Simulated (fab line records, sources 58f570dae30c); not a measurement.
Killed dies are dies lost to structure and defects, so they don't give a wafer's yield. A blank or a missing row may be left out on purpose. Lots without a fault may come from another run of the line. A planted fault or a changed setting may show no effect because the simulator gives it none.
Tool commonality check | flow berkeley_cmos170 | 10 lots, 30 wafers sampled

WHY IT WAS OPENED
At UCB170_NLDD_TW_MEAS_11 the reading NLDD_TW is flagged on 4 of 10 lots. Wafers without a fault read 2227, standard deviation 13.
Rule: a lot is flagged when every wafer of it that has a number lies more than 4 standard deviations from that mean, or none has a number. The other lots count as sound.

lot  | measured    | on            | NLDD_TW, wafer by wafer | flag
L685 | day 6 12:30 | film_metro-03 | 2239 2229 2232          |
L687 | day 6 13:41 | film_metro-03 | 2212 2237 2240          |
L686 | day 6 14:01 | film_metro-04 | 2221 2225 2216          |
L690 | day 7 00:34 | film_metro-03 | 2231 2247 2237          |
L689 | day 7 00:46 | film_metro-01 | 2240 2227 2241          |
L688 | day 7 13:44 | film_metro-01 | 2251 2245 2233          |
L695 | day 8 12:44 | film_metro-01 | 1923 1937 1926          | FLAGGED
L694 | day 8 12:50 | film_metro-04 | 1919 1922 1927          | FLAGGED
L696 | day 8 20:56 | film_metro-04 | 1930 1921 1917          | FLAGGED
L697 | day 8 21:24 | film_metro-03 | 1950 1939 1950          | FLAGGED
The numbers of the flagged lots are 1930 on average: -297 against the usual, or -23 standard deviations.

WHICH TOOL RAN EACH LOT
The record holds 1 process step before the reading, out of a route of 331 steps. In each cell: the tool, then ch and the chambers that the sampled wafers went through, then the start.
lot  | flag    | UCB170_NLDD_IMPLANT_08
L685 |         | implanter-04 ch 0, day 6 12:07
L687 |         | implanter-03 ch 0, day 6 13:17
L686 |         | implanter-02 ch 0, day 6 13:37
L690 |         | implanter-03 ch 0, day 7 00:11
L689 |         | implanter-04 ch 0, day 7 00:22
L688 |         | implanter-03 ch 0, day 7 13:20
L695 | FLAGGED | implanter-02 ch 0, day 8 12:20
L694 | FLAGGED | implanter-03 ch 0, day 8 12:28
L696 | FLAGGED | implanter-02 ch 0, day 8 20:32
L697 | FLAGGED | implanter-02 ch 0, day 8 21:00
What these steps do:
- UCB170_NLDD_IMPLANT_08
- UCB170_NLDD_TW_MEAS_11

FLAGGED OVER TOTAL, TOOL BY TOOL (the gauges that took the reading come last)
step                   | tool          | lots run | flagged | share of the flagged lots | sound lots run after its first flagged lot
UCB170_NLDD_IMPLANT_08 | implanter-02  | 4        | 3       | some                      | 0
UCB170_NLDD_IMPLANT_08 | implanter-03  | 4        | 1       | some                      | 0
UCB170_NLDD_IMPLANT_08 | implanter-04  | 2        | 0       | none                      | -
UCB170_NLDD_TW_MEAS_11 | film_metro-01 | 3        | 1       | some                      | 0
UCB170_NLDD_TW_MEAS_11 | film_metro-03 | 4        | 1       | some                      | 0
UCB170_NLDD_TW_MEAS_11 | film_metro-04 | 3        | 2       | some                      | 0

WHAT THE TABLE ALLOWS
No row of the table ran every flagged lot.

WHAT THE SIMULATOR HAD PUT IN
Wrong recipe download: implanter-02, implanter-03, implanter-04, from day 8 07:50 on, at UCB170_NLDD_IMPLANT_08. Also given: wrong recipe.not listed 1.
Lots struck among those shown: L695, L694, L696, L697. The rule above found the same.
